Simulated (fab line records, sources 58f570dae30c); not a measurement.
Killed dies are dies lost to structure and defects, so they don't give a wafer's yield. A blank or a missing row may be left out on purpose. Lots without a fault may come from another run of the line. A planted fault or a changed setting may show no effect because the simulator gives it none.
fab line records | flow berkeley_cmos170
record lots=5 wafers=23
route steps=331 shown ZERO@7 NWELL@15 PWELL@39 PFIELD@80 NVT@105 GATE@130
start_h: hours from the record's first day to the start of the lot's first wafer shown | wait_h: hours since the lot's step before | " the same as in the row above | L1.1+2: a row that stands for several wafers | - no value, or no start given | * or withheld: withheld | < > ~ a bound
route shown NAME@n: a module of which the file shows steps, and the number in the route of the first | usual: mean/standard deviation of fault-free wafers | same: alike in all rows | chamber/n: place in a boat | sites: the reading at each site | _std_site: their standard deviation | _edge_site: outer sites' mean less inner sites' | radius_mm: how far each site lies from the wafer's centre | mask NAME#n: copy n | behind: the tool/chamber that last shaped the wafer | hold: why the lot was held/for how many hours/how that ended | device: the transistor (n, p or np) that didn't switch | end of line: the same wafers' tests at the end of the route | a step without rows: its recipe alone | killed: dies lost to structure and defects at the first sort, not the wafer's yield | map: a wafer's dies, x killed, . not, _ none there
set.NAME: the setting as run; set.NAME@STEP: as run at that earlier step | model.NAME: the simulator's own value behind a step, which no gauge read
lots whose settings were changed on purpose; a table a step, a row a wafer
## steps
# step UCB170_ZERO_COAT_01
# recipe resist=KrF spin_rpm=1500 resist_thk_nm=900
# columns lot.wafer tool chamber start_h wait_h set.spin_rpm model.KrF_of_ZERO_COAT_01.thk_nm
L075.1 litho_track-04 0 31.54 0.1 1436 917.8
L075.2 " 0 " " 1500 898
L075.3 " 0 " " 1436 920.8
L075.4 " 0 " " 1436 920.5
L075.5 " 0 " " 1500 897.9
L076.1 litho_track-01 0 31.73 0.1 1500 899.4
L076.3 " 0 " " 1465 909.8
L076.4 " 0 " " 1500 902.1
L076.5 " 0 " " 1465 911.3
L076.6 " 0 " " 1465 914.3
L080.1 litho_track-01 0 51.03 0.1 1500 905.8
L080.3 " 0 " " 1500 901.7
L080.4 " 0 " " 1500 902.7
L080.5 " 0 " " 1500 904.9
L080.6 " 0 " " 1500 904
L082.1 litho_track-01 0 61.54 0.1 1500 897
L082.2 " 0 " " 1500 899.5
L082.3 " 0 " " 1542 886.3
L082.5 " 0 " " 1500 895.6
L082.6 " 0 " " 1542 886
L085.1 litho_track-01 0 73.56 0.1 1500 901.6
L085.3 " 0 " " 1500 898.3
L085.5 " 0 " " 1500 899.7
# step UCB170_ZERO_SOFTBAKE_02
# recipe resist=KrF temp_c=130 time_s=60
# step UCB170_ZERO_EXPOSE_03
# recipe mask_id=PM_MARKS na=0.5 sigma_outer=0.6 source_shape=conventional target_cd_nm=4000 dose_mj=30
# step UCB170_ZERO_DEVELOP_05
# recipe developer=TMAH develop_time_s=45 resist=KrF dev_temp_c=21
# step UCB170_ZERO_ETCH_06
# recipe chemistry=CHF3/CF4/Ar target=SiO2 time_s=12 pressure_mtorr=100 rf_w=500 CHF3_flow_sccm=50 cf4_flow_sccm=10 Ar_flow_sccm=120 over_etch_frac=1.58
# step UCB170_ZERO_STRIP_07
# recipe chemistry=O2 power_w=400 pressure_mtorr=3500 platen_temp_c=withheld o2_flow_sccm=400 overash_fraction=0.5
# usual strip_time_to_endpoint_s=21.49/0.055
# columns lot.wafer tool chamber start_h wait_h set.spin_rpm@ZERO_COAT_01 strip_time_to_endpoint_s
L075.1 plasma_asher-04 1 32.42 0.0 1436 21.88
L075.2 " 0 " " 1500 21.42
L075.3 " 1 " " 1436 21.99
L075.4 " 0 " " 1436 21.97
L075.5 " 1 " " 1500 21.41
L076.1 plasma_asher-04 1 32.69 0.0 1500 21.47
L076.3 " 1 " " 1465 21.72
L076.4 " 0 " " 1500 21.53
L076.5 " 1 " " 1465 21.75
L076.6 " 0 " " 1465 21.83
L080.1 plasma_asher-04 0 51.93 0.0 1500 21.62
L080.3 " 1 " " 1500 21.54
L080.4 " 0 " " 1500 21.56
L080.5 " 1 " " 1500 21.61
L080.6 " 0 " " 1500 21.57
L082.1 plasma_asher-02 0 62.27 0.0 1500 21.43
L082.2 " 1 " " 1500 21.46
L082.3 " 0 " " 1542 21.16
L082.5 " 1 " " 1500 21.39
L082.6 " 0 " " 1542 21.15
L085.1 plasma_asher-01 0 74.70 0.0 1500 21.50
L085.3 " 1 " " 1500 21.45
L085.5 " 1 " " 1500 21.46
# step UCB170_NWELL_OXIDATION_01
# recipe temp_c=1000 ambient=O2 target_thk_a=264 ox_time_s=1260
# columns lot.wafer tool chamber start_h wait_h set.temp_c model.SiO2_of_NWELL_OXIDATION_01.thk_nm
L075.1 - - - 0.1 970.6 20.3
L075.2+3 " - " " 970.6 19.79
L075.4 " - " " 970.6 20.06
L075.5 " - " " 970.6 19.84
L076.1 - - - 2.6 972.7 21.04
L076.3 " - " " 972.7 20.94
L076.4 " - " " 972.7 21.29
L076.5 " - " " 972.7 20.97
L076.6 " - " " 972.7 20.93
L080.1+4 - - - 5.3 972.9 19.08
L080.3 " - " " 972.9 19.89
L080.5 " - " " 972.9 19.36
L080.6 " - " " 972.9 19.37
L082.1 - - - 1.2 1000 26.01
L082.2 " - " " 1000 25.9
L082.3 " - " " 1000 26.05
L082.5 " - " " 1000 26.45
L082.6 " - " " 1000 26.16
L085.1 furnace-02 0 80.21 5.3 1000 27.66
L085.3 " 0 " " 1000 27.06
L085.5 " 0 " " 1000 26.93
# step UCB170_NWELL_THK_MEAS_02
# recipe reads=SiO2_of_NWELL_OXIDATION_01
# usual NWELL_OXIDE_THK=26.3/0.54
# columns lot.wafer tool chamber start_h wait_h set.temp_c@NWELL_OXIDATION_01 NWELL_OXIDE_THK[nm]
L075.1 film_metro-03 - - - 970.6 20.3
L075.2 " - " " 970.6 19.8
L075.3 " - " " 970.6 19.8
L075.4 " - " " 970.6 20.1
L075.5 " - " " 970.6 19.8
L076.1 film_metro-03 - - - 972.7 21.1
L076.3 " - " " 972.7 20.9
L076.4 " - " " 972.7 21.4
L076.5 " - " " 972.7 21.0
L076.6 " - " " 972.7 20.9
L080.1 film_metro-02 - - - 972.9 19.1
L080.3 " - " " 972.9 19.9
L080.4 " - " " 972.9 19.1
L080.5 " - " " 972.9 19.4
L080.6 " - " " 972.9 19.3
L082.1 film_metro-02 - - - 1000 26.0
L082.2 " - " " 1000 25.9
L082.3 " - " " 1000 26.0
L082.5 " - " " 1000 26.4
L082.6 " - " " 1000 26.2
L085.1 film_metro-03 - 81.56 0.0 1000 27.7
L085.3 " - " " 1000 27.1
L085.5 " - " " 1000 27.0
# step UCB170_PWELL_CVD_05
# recipe material=Si3N4 target_thk_nm=220 temp_c=800 precursor=SiH2Cl2/NH3 time_s=3300 pressure_mtorr=200 sih2cl2_flow_sccm=25 nh3_flow_sccm=75
# columns lot.wafer tool chamber start_h wait_h set.time_s model.Si3N4_of_PWELL_CVD_05.thk_nm
L075.1 - - - 0.0 3300 222.5
L075.2 " - " " 3300 221.6
L075.3 " - " " 3300 222.3
L075.4 " - " " 3300 222.7
L075.5 " - " " 3300 223
L076.1 - - - 0.0 3527 235.2
L076.3 " - " " 3527 238.5
L076.4 " - " " 3527 236
L076.5 " - " " 3527 235.6
L076.6 " - " " 3527 236.1
L080.1 - - - 0.0 3094 208.3
L080.3 " - " " 3094 208.1
L080.4+5 " - " " 3094 207.1
L080.6 " - " " 3094 207.4
L082.1 - - - 0.0 3148 210.9
L082.2 " - " " 3148 210.5
L082.3 " - " " 3148 211.3
L082.5 " - " " 3148 211.6
L082.6 " - " " 3148 210.2
L085.1 lpcvd-01 0 118.92 0.0 3300 218.5
L085.3 " 0 " " 3300 218.6
L085.5 " 0 " " 3300 219.7
# step UCB170_PWELL_THK_MEAS_06
# recipe reads=Si3N4_of_PWELL_CVD_05
# usual PWELL_NITRIDE_THK=221.2/1.8
# columns lot.wafer tool chamber start_h wait_h set.time_s@PWELL_CVD_05 PWELL_NITRIDE_THK[nm]
L075.1 film_metro-04 - - - 3300 222.4
L075.2 " - " " 3300 221.7
L075.3 " - " " 3300 222.3
L075.4 " - " " 3300 222.8
L075.5 " - " " 3300 223.0
L076.1 film_metro-04 - - - 3527 235.3
L076.3 " - " " 3527 238.5
L076.4 " - " " 3527 235.9
L076.5 " - " " 3527 235.4
L076.6 " - " " 3527 235.9
L080.1 film_metro-03 - - - 3094 208.4
L080.3 " - " " 3094 208.0
L080.4 " - " " 3094 207.1
L080.5 " - " " 3094 207.2
L080.6 " - " " 3094 207.4
L082.1 film_metro-04 - - - 3148 210.8
L082.2 " - " " 3148 210.4
L082.3 " - " " 3148 211.4
L082.5 " - " " 3148 211.7
L082.6 " - " " 3148 210.2
L085.1 film_metro-01 - 120.84 0.0 3300 218.4
L085.3 " - " " 3300 218.6
L085.5 " - " " 3300 219.8
# step UCB170_PWELL_PEB_11
# recipe peb_temp_c=130 peb_time_s=withheld resist=KrF
# columns lot.wafer tool chamber start_h wait_h set.peb_temp_c
L075.1+2+3+4+5 litho_track-02 0 60.35 0.1 130
L076.1+3+4+5+6 litho_track-02 0 65.31 0.1 130
L080.1+4+5 litho_track-03 0 90.88 0.1 130
L080.3+6 " 0 " " 131.1
L082.1+2 litho_track-01 0 98.09 0.1 126.2
L082.3+5+6 " 0 " " 130
L085.1+3+5 litho_track-02 0 121.46 0.1 130
# step UCB170_PWELL_DEVELOP_12
# recipe developer=TMAH develop_time_s=45 resist=KrF dev_temp_c=21
# step UCB170_PWELL_ETCH_14
# recipe chemistry=CH3F/Ar/O2 target=Si3N4 stop_on=SiO2 CH3F_flow_sccm=20 Ar_flow_sccm=50 O2_flow_sccm=7 pressure_mtorr=50 rf_w=450 target_depth_a=2420 over_etch_frac=0.1 time_s=151
# columns lot.wafer tool chamber start_h wait_h set.time_s@PWELL_CVD_05 set.peb_temp_c@PWELL_PEB_11 model.etch.depth_nm model.PWELL.cd_nm
L075.1 rie_diel-04 2 60.66 0.0 3300 130 - 3003
L075.2 " 3 " " 3300 130 - 3002
L075.3 " 3 " " 3300 130 222.3 3003
L075.4+5 " 2 " " 3300 130 - 3001
L076.1+4+5 rie_diel-03 2,3,1 65.62 0.0 3527 130 - 3000
L076.3 " 0 " " 3527 130 238.5 3001
L076.6 " 0 " " 3527 130 236.1 3001
L080.1 rie_diel-04 0 91.19 0.0 3094 130 208.3 2998
L080.3 " 3 " " 3094 131.1 208.1 3004
L080.4 " 1 " " 3094 130 207.1 2997
L080.5 " 1 " " 3094 130 207.1 2998
L080.6 " 2 " " 3094 131.1 207.4 3005
L082.1 rie_diel-04 1 98.40 0.0 3148 126.2 210.9 2974
L082.2 " 3 " " 3148 126.2 210.5 2972
L082.3+5 " 2,1 " " 3148 130 - 3003
L082.6 " 2 " " 3148 130 - 3002
L085.1 rie_diel-01 3 121.77 0.0 3300 130 218.5 2999
L085.3 " 1 " " 3300 130 218.6 2998
L085.5 " 2 " " 3300 130 219.7 2999
# step UCB170_PFIELD_COAT_01
# recipe resist=KrF spin_rpm=1500 resist_thk_nm=900
# columns lot.wafer tool chamber start_h wait_h set.spin_rpm model.KrF_of_PFIELD_COAT_01.thk_nm
L075.1 litho_track-03 0 97.19 0.1 1461 912.4
L075.2 " 0 " " 1461 912.2
L075.3 " 0 " " 1461 913.7
L075.4 " 0 " " 1500 905.3
L075.5 " 0 " " 1500 896.7
L076.1 litho_track-03 0 104.86 0.1 1500 901.8
L076.3 " 0 " " 1500 901
L076.4 " 0 " " 1500 900.7
L076.5 " 0 " " 1500 900.1
L076.6 " 0 " " 1500 901.3
L080.1 litho_track-01 0 133.72 0.1 1406 931.3
L080.3 " 0 " " 1406 928.2
L080.4 " 0 " " 1500 896.5
L080.5 " 0 " " 1500 899
L080.6 " 0 " " 1406 928.6
L082.1 litho_track-01 0 142.92 0.1 1500 899.9
L082.2 " 0 " " 1500 897.6
L082.3 " 0 " " 1500 902.4
L082.5 " 0 " " 1500 902.1
L082.6 " 0 " " 1500 901.1
L085.1 litho_track-04 0 167.43 0.1 1500 899.9
L085.3 " 0 " " 1500 898.3
L085.5 " 0 " " 1500 900.4
# step UCB170_PFIELD_IMPLANT_07
# recipe species=B dose_cm2=2e+13 energy_kev=80 tilt_deg=7
# columns lot.wafer tool chamber start_h wait_h set.dose_cm2
L075.1+2+5 implanter-02 0 98.27 0.0 1.88e+13
L075.3+4 " 0 " " 2e+13
L076.1+3+4+5+6 implanter-04 0 106.06 0.0 2e+13
L080.1+4+6 implanter-02 0 134.57 0.0 2e+13
L080.3+5 " 0 " " 2.066e+13
L082.1+2+3+5+6 implanter-04 0 143.65 0.0 2e+13
L085.1+3+5 implanter-02 0 168.52 0.0 2e+13
# step UCB170_PFIELD_STRIP_08
# recipe chemistry=O2 power_w=400 pressure_mtorr=3500 platen_temp_c=withheld o2_flow_sccm=400 overash_fraction=0.5
# usual strip_time_to_endpoint_s=21.62/0.056
# columns lot.wafer tool chamber start_h wait_h set.spin_rpm@PFIELD_COAT_01 strip_time_to_endpoint_s
L075.1 plasma_asher-04 1 98.42 0.1 1461 21.91
L075.2 " 0 " " 1461 21.94
L075.3 " 0 " " 1461 21.96
L075.4 " 1 " " 1500 21.76
L075.5 " 1 " " 1500 21.53
L076.1 plasma_asher-01 0 106.21 0.1 1500 21.68
L076.3 " 1 " " 1500 21.66
L076.4 " 0 " " 1500 21.62
L076.5 " 1 " " 1500 21.62
L076.6 " 0 " " 1500 21.66
L080.1 plasma_asher-02 1 134.72 0.1 1406 22.37
L080.3 " 0 " " 1406 22.29
L080.4 " 1 " " 1500 21.55
L080.5 " 1 " " 1500 21.59
L080.6 " 0 " " 1406 22.30
L082.1 plasma_asher-02 1 143.80 0.1 1500 21.62
L082.2 " 0 " " 1500 21.56
L082.3 " 1 " " 1500 21.69
L082.5 " 0 " " 1500 21.67
L082.6 " 1 " " 1500 21.64
L085.1 plasma_asher-04 0 168.67 0.1 1500 21.61
L085.3 " 1 " " 1500 21.59
L085.5 " 0 " " 1500 21.62
# step UCB170_NVT_COAT_01
# recipe resist=KrF spin_rpm=1500 resist_thk_nm=900
# columns lot.wafer tool chamber start_h wait_h set.spin_rpm model.KrF_of_NVT_COAT_01.thk_nm
L075.1 litho_track-04 0 146.09 0.1 1606 870.2
L075.2+5 " 0 " " 1500 902.2
L075.3 " 0 " " 1606 869.3
L075.4 " 0 " " 1606 868.7
L076.1 litho_track-01 0 157.43 0.1 1500 903.6
L076.3 " 0 " " 1571 885.6
L076.4 " 0 " " 1500 900.7
L076.5 " 0 " " 1571 883.6
L076.6 " 0 " " 1500 904
L080.1 litho_track-04 0 181.22 0.1 1500 900.6
L080.3 " 0 " " 1500 901.8
L080.4 " 0 " " 1423 922.1
L080.5 " 0 " " 1423 925.3
L080.6 " 0 " " 1423 923.5
L082.1 litho_track-02 0 181.67 0.1 1457 912.4
L082.2 " 0 " " 1500 898.1
L082.3 " 0 " " 1457 910.9
L082.5 " 0 " " 1457 913.4
L082.6 " 0 " " 1500 899
L085.1 litho_track-01 0 210.62 0.1 1500 901.2
L085.3 " 0 " " 1500 902.2
L085.5 " 0 " " 1500 898.5
# step UCB170_NVT_IMPLANT_07
# recipe species=BF2 dose_cm2=3e+12 energy_kev=50 tilt_deg=7
# columns lot.wafer tool chamber start_h wait_h set.dose_cm2
L075.1+2+3+4+5 implanter-01 0 147.11 0.0 3e+12
L076.1+3+6 implanter-02 0 158.36 0.0 3.216e+12
L076.4+5 " 0 " " 3e+12
L080.1+4+5 implanter-01 0 182.07 0.0 2.819e+12
L080.3+6 " 0 " " 3e+12
L082.1+5+6 implanter-02 0 183.07 0.0 3.111e+12
L082.2+3 " 0 " " 3e+12
L085.1+3+5 implanter-02 0 211.59 0.0 3e+12
# step UCB170_NVT_STRIP_08
# recipe chemistry=O2 power_w=400 pressure_mtorr=3500 platen_temp_c=withheld o2_flow_sccm=400 overash_fraction=0.5
# usual strip_time_to_endpoint_s=21.61/0.053
# columns lot.wafer tool chamber start_h wait_h set.spin_rpm@NVT_COAT_01 strip_time_to_endpoint_s
L075.1 plasma_asher-03 0 147.26 0.1 1606 20.92
L075.2 " 1 " " 1500 21.67
L075.3 " 1 " " 1606 20.90
L075.4 " 0 " " 1606 20.88
L075.5 " 1 " " 1500 21.67
L076.1 plasma_asher-01 1 158.51 0.1 1500 21.71
L076.3 " 1 " " 1571 21.27
L076.4 " 0 " " 1500 21.64
L076.5 " 1 " " 1571 21.23
L076.6 " 0 " " 1500 21.71
L080.1 plasma_asher-01 1 182.22 0.1 1500 21.66
L080.3 " 1 " " 1500 21.68
L080.4 " 0 " " 1423 22.15
L080.5 " 0 " " 1423 22.25
L080.6 " 1 " " 1423 22.19
L082.1 plasma_asher-03 0 183.22 0.1 1457 21.93
L082.2 " 1 " " 1500 21.59
L082.3 " 0 " " 1457 21.88
L082.5 " 0 " " 1457 21.96
L082.6 " 1 " " 1500 21.60
L085.1 plasma_asher-02 0 211.74 0.1 1500 21.65
L085.3 " 0 " " 1500 21.68
L085.5 " 1 " " 1500 21.61
# step UCB170_NVT_TW_MEAS_09
# usual NVT_TW=527/5.7
# columns lot.wafer tool chamber start_h wait_h set.dose_cm2@NVT_IMPLANT_07 NVT_TW
L075.1 film_metro-02 - 147.36 0.1 3e+12 533
L075.2 " - " " 3e+12 533
L075.3 " - " " 3e+12 531
L075.4 " - " " 3e+12 530
L075.5 " - " " 3e+12 532
L076.1 film_metro-03 - 158.61 0.1 3.216e+12 532
L076.3 " - " " 3.216e+12 536
L076.4 " - " " 3e+12 524
L076.5 " - " " 3e+12 522
L076.6 " - " " 3.216e+12 532
L080.1 film_metro-02 - 182.32 0.1 2.819e+12 521
L080.3 " - " " 3e+12 532
L080.4 " - " " 2.819e+12 524
L080.5 " - " " 2.819e+12 522
L080.6 " - " " 3e+12 535
L082.1 film_metro-01 - 183.32 0.1 3.111e+12 535
L082.2 " - " " 3e+12 529
L082.3 " - " " 3e+12 534
L082.5 " - " " 3.111e+12 535
L082.6 " - " " 3.111e+12 533
L085.1 film_metro-03 - 211.84 0.1 3e+12 518
L085.3 " - " " 3e+12 519
L085.5 " - " " 3e+12 517
# step UCB170_GATE_CVD_04
# recipe material=poly-Si temp_c=610 precursor=SiH4 time_s=1440 pressure_mtorr=375 target_thk_nm=214 sih4_flow_sccm=120
# columns lot.wafer tool chamber start_h wait_h set.temp_c model.poly-Si_of_GATE_CVD_04.thk_nm
L075.1 - - - 0.0 627.6 327.1
L075.2 " - " " 627.6 324.7
L075.3 " - " " 627.6 322.9
L075.4 " - " " 627.6 325.4
L075.5 " - " " 627.6 324.8
L076.1 - - - 0.0 594.2 147
L076.3 " - " " 594.2 146
L076.4 " - " " 594.2 146.9
L076.5 " - " " 594.2 148.3
L076.6 " - " " 594.2 147.1
L080.1 - - - 0.0 596 150.9
L080.3 " - " " 596 151.1
L080.4 " - " " 596 152.8
L080.5 " - " " 596 152
L080.6 " - " " 596 152.1
L082.1 - - - 0.0 610 214.4
L082.2 " - " " 610 214.5
L082.3 " - " " 610 213.9
L082.5 " - " " 610 214.3
L082.6 " - " " 610 214.8
L085.1 lpcvd-02 0 232.21 0.0 610 212.2
L085.3 " 0 " " 610 211.8
L085.5 " 0 " " 610 212.5
# step UCB170_GATE_THK_MEAS_05
# recipe reads=poly-Si_of_GATE_CVD_04
# usual GATE_POLY_THK=214.6/1.4
# columns lot.wafer tool chamber start_h wait_h set.temp_c@GATE_CVD_04 GATE_POLY_THK[nm]
L075.1 film_metro-02 - - - 627.6 327.2
L075.2 " - " " 627.6 325.0
L075.3 " - " " 627.6 323.0
L075.4 " - " " 627.6 325.3
L075.5 " - " " 627.6 324.6
L076.1 film_metro-04 - - - 594.2 147.1
L076.3 " - " " 594.2 146.0
L076.4 " - " " 594.2 146.9
L076.5 " - " " 594.2 148.2
L076.6 " - " " 594.2 147.0
L082.1 film_metro-03 - - - 610 214.4
L082.2 " - " " 610 214.5
L082.3 " - " " 610 213.9
L082.5 " - " " 610 214.4
L082.6 " - " " 610 215.0
L080.1 film_metro-03 - - - 596 150.9
L080.3 " - " " 596 151.1
L080.4 " - " " 596 152.6
L080.5 " - " " 596 151.9
L080.6 " - " " 596 152.0
L085.1 film_metro-03 - 233.61 0.0 610 212.0
L085.3 " - " " 610 211.9
L085.5 " - " " 610 212.6
## key
split step=UCB170_ZERO_COAT_01 setting=spin_rpm stated=1500 by=wafer
response step=UCB170_ZERO_COAT_01 reading=model.KrF_of_ZERO_COAT_01.thk_nm change=-4.76 per=1% r=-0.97
response step=UCB170_ZERO_STRIP_07 reading=strip_time_to_endpoint_s change=* per=1% r=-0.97
split step=UCB170_NWELL_OXIDATION_01 setting=temp_c stated=1000 by=lot
response step=UCB170_NWELL_OXIDATION_01 reading=model.SiO2_of_NWELL_OXIDATION_01.thk_nm change=+2.29 per=1% r=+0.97
response step=UCB170_NWELL_THK_MEAS_02 reading=NWELL_OXIDE_THK change=+2.29 per=1% r=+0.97
split step=UCB170_PWELL_CVD_05 setting=time_s stated=3300 by=lot
response step=UCB170_PWELL_CVD_05 reading=model.Si3N4_of_PWELL_CVD_05.thk_nm change=+2.19 per=1% r=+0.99
response step=UCB170_PWELL_THK_MEAS_06 reading=PWELL_NITRIDE_THK change=+2.19 per=1% r=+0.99
response step=UCB170_PWELL_ETCH_14 reading=model.etch.depth_nm change=+2.22 per=1% r=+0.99
split step=UCB170_PWELL_PEB_11 setting=peb_temp_c stated=130 by=wafer
response step=UCB170_PWELL_ETCH_14 reading=model.PWELL.cd_nm change=+9.98 per=1% r=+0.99
split step=UCB170_PFIELD_COAT_01 setting=spin_rpm stated=1500 by=wafer
response step=UCB170_PFIELD_COAT_01 reading=model.KrF_of_PFIELD_COAT_01.thk_nm change=-4.97 per=1% r=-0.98
response step=UCB170_PFIELD_STRIP_08 reading=strip_time_to_endpoint_s change=* per=1% r=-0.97
split step=UCB170_PFIELD_IMPLANT_07 setting=dose_cm2 stated=2e+13 by=wafer
response none clear
split step=UCB170_NVT_COAT_01 setting=spin_rpm stated=1500 by=wafer
response step=UCB170_NVT_COAT_01 reading=model.KrF_of_NVT_COAT_01.thk_nm change=-4.42 per=1% r=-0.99
response step=UCB170_NVT_STRIP_08 reading=strip_time_to_endpoint_s change=* per=1% r=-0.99
split step=UCB170_NVT_IMPLANT_07 setting=dose_cm2 stated=3e+12 by=wafer
response step=UCB170_NVT_TW_MEAS_09 reading=NVT_TW change=+1.48 per=1% r=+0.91
split step=UCB170_GATE_CVD_04 setting=temp_c stated=610 by=lot
response step=UCB170_GATE_CVD_04 reading=model.poly-Si_of_GATE_CVD_04.thk_nm change=+32.3 per=1% r=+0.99
response step=UCB170_GATE_THK_MEAS_05 reading=GATE_POLY_THK change=+32.3 per=1% r=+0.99
